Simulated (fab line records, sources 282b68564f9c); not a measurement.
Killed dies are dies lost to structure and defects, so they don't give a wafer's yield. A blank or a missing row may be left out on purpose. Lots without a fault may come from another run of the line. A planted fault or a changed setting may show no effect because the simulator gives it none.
A struck lot beside a sound one | flow rit_cmos | 32 steps out of a route of 202
Sound: wafers L898.3, L898.4, L898.6. Struck: wafers L889.2, L889.5, L889.6. The cause comes at the end.
At each step with rows: each side's tool, then ch and its chambers, then its first start. Under that, the readings that differ: sound wafers | struck wafers | difference of the means | sigmas: that difference in standard deviations of wafers without a fault.
alike: readings whose means differ by less than 2 such deviations, and words and numbers that are the same on both sides. not compared: withheld readings, readings that some wafer has no value for, bounds like >300 that may hide the same value, and numbers for which the record gives no deviation and whose values overlap.
The two part at a step that has a row with sigmas, a row that says differs or no value, or rows on one side only. Numbers that don't overlap but have no deviation are shown without sigmas and don't part them. A reading that every wafer of one side lacks parts them only if that side has two wafers or more.

first, 2 steps without rows for these wafers: RIT_ACTIVE_CLEAN_17 (cleans in SC2, time 600 s); RIT_FOX1_OXIDATION_00 (target thk 350.7 nm, ox time 1130 s).
RIT_FOX1_THK_MEAS_01:
  sound on film_metro-02, day 4 21:44; struck on film_metro-02, day 2 23:19
  alike: FOX1_OXIDE_THK
then, 2 steps without rows for these wafers: RIT_FOX1_WET_ETCH_02 (etches SiO2 in BOE, target depth 350 nm, time 390 s); RIT_FOX2_OXIDATION_00 (target thk 350.7 nm, ox time 1130 s).
RIT_FOX2_THK_MEAS_01:
  sound on film_metro-01, day 4 23:14; struck on film_metro-03, day 3 00:55
  alike: FOX2_OXIDE_THK
then, 2 steps without rows for these wafers: RIT_FOX2_CLEAN_02 (cleans in dHF, time 180 s); RIT_FOX2_WET_ETCH_03 (etches Si3N4 in H3PO4, target depth 195 nm, time 2700 s).
RIT_FOX2_THK_MEAS_90:
  sound on film_metro-03, day 5 00:06; struck on film_metro-02, day 3 02:34
  alike: FIELD_OXIDE_LEFT_1_THK
then, 3 steps without rows for these wafers: RIT_NWELL_HMDS_00 (prime time 60 s); RIT_NWELL_COAT_01 (resist thk 1300 nm); RIT_NWELL_SOFTBAKE_02 (time 60 s).
RIT_NWELL_EXPOSE_03: exposes mask M2, target cd 43900 nm.
  sound on iline_stepper-02 ch 0, day 5 00:46; struck on iline_stepper-02 ch 0, day 3 03:05
  reading | sound          | struck         | difference | sigmas
  mask    | M2#0 M2#0 M2#0 | M3#0 M3#0 M3#0 | differs    |
then, 2 steps without rows for these wafers: RIT_NWELL_PEB_04; RIT_NWELL_DEVELOP_05 (develop time 68 s).
RIT_NWELL_OVL_MEAS_06:
  sound on overlay-02, day 5 01:10; struck on overlay-01, day 3 03:30
  reading        | sound          | struck | difference                    | sigmas
  NWELL_OVL (nm) | -1.0 -2.4 -0.5 | - - -  | no value on the struck wafers |
then, 2 steps without rows for these wafers: RIT_NWELL_HARDBAKE_07 (time 120 s); RIT_NWELL_IMPLANT_08.
RIT_NWELL_STRIP_09: strips in O2, time 180 s.
  sound on plasma_asher-04 ch 0,1, day 5 01:38; struck on plasma_asher-04 ch 0,1, day 3 04:02
  alike: drypump_motor_current_A
  not compared: rf_hours_counter_h
RIT_NWELL_TW_MEAS_10:
  sound on film_metro-04, day 5 01:47; struck on film_metro-03, day 3 04:13
  reading  | sound          | struck   | difference | sigmas
  NWELL_TW | 2138 2150 2140 | 29 30 30 | -2113      | -96
then, 6 steps without rows for these wafers: RIT_PWELL_HMDS_00 (prime time 60 s); RIT_PWELL_COAT_01 (resist thk 1300 nm); RIT_PWELL_SOFTBAKE_02 (time 60 s); RIT_PWELL_EXPOSE_03 (exposes mask M3, target cd 43700 nm); RIT_PWELL_PEB_04; RIT_PWELL_DEVELOP_05 (develop time 68 s).
RIT_PWELL_OVL_MEAS_06:
  sound on overlay-02, day 5 02:43; struck on overlay-02, day 3 05:16
  alike: PWELL_OVL
then, 2 steps without rows for these wafers: RIT_PWELL_HARDBAKE_07 (time 120 s); RIT_PWELL_IMPLANT_08.
RIT_PWELL_STRIP_09: strips in O2, time 180 s.
  sound on plasma_asher-04 ch 0,1, day 5 03:12; struck on plasma_asher-02 ch 0,1, day 3 05:55
  alike: drypump_motor_current_A
  not compared: rf_hours_counter_h
RIT_PWELL_TW_MEAS_10:
  sound on film_metro-03, day 5 03:20; struck on film_metro-03, day 3 06:06
  reading  | sound       | struck         | difference | sigmas
  PWELL_TW | 934 936 936 | 2166 2157 2171 | +1229      | +99 or more
then, 1 step without rows for these wafers: RIT_WELLDRIVE_ANNEAL_00 (time 14700 s).

WHERE THEY PART
First at RIT_NWELL_EXPOSE_03; last, within this record, at RIT_PWELL_TW_MEAS_10.

WHY: what the simulator had put in
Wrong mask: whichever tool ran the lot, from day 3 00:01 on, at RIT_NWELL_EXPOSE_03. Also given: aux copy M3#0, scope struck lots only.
